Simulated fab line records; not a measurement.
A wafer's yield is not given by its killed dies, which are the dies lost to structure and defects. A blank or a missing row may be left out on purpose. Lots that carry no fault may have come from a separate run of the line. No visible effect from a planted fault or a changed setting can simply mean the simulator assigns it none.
A single fault, viewed from 2 desks | flow berkeley cmos170 | what lay behind the numbers comes last; until then each desk has only its own

## THE METROLOGY DESK
What the gauges read for every lot (on any tool): the sampled wafers with a number, averaged. The brackets show how far a lot's mean lies from the usual mean; more than 4 standard deviations puts the lot out of limits, marked OUT.
Columns: A = V1_TEOS_THK at UCB170_V1_THK_MEAS_01, usual 1992 nm
lot  | first seen here | A
L441 | day 8 14:28     | 1972
L443 | day 8 20:03     | 2000
L444 | day 8 21:22     | 1978
L446 | day 9 15:58     | 1998
L445 | day 9 20:47     | 1985
L447 | day 9 20:49     | 1999
L449 | day 10 13:54    | 1978
L453 | day 11 10:02    | 2066
L451 | day 11 10:06    | 2008
L456 | day 12 00:55    | 1970
L455 | day 12 04:28    | 2093 (+4.4) OUT
L460 | day 12 19:50    | 1989
L458 | day 12 23:35    | 1993
L461 | day 12 23:35    | 2005
Finding of this desk: L455 out of limits, first seen on L455 at day 12 04:28 (V1_TEOS_THK at UCB170_V1_THK_MEAS_01). L441, L443, L444, L446, L445, L447, L449, L453, L451, L456, L460, L458, L461: within limits.

## TOOL OWNER'S DESK, pecvd-03
The tool's own readings at UCB170_V1_CVD_00 (deposits SiO2 from TEOS/O2, target thk 2000 nm, time 250 s): means of the sampled wafers that have a number, for each lot that ran on this tool. The brackets show how far a lot's mean lies from the usual mean; more than 4 standard deviations puts the lot out of limits, marked OUT.
Columns: A = heater power w at UCB170_V1_CVD_00, usual 244 W
lot  | first seen here | A
L444 | day 8 21:13     | 193
L445 | day 9 20:37     | 217
L453 | day 11 09:51    | 197
L455 | day 12 04:18    | 219
This desk's verdict: no lot among the 4 shows anything out of limits.

## PUT TOGETHER
At day 12 04:28 the metrology desk could have sounded an alarm, on L455.
The tool owner's desk saw nothing out of limits.
The tool owner's desk has L455 on record, within its limits.
Every lot named ran UCB170_V1_CVD_00 on pecvd-03.

## WHAT THE SIMULATOR HAD INSERTED
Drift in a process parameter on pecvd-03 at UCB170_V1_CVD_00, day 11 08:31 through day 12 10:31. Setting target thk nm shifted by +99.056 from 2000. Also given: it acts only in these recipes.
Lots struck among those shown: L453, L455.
Hours from the fault's start to each desk's first reading out of limits: the metrology desk, 20.
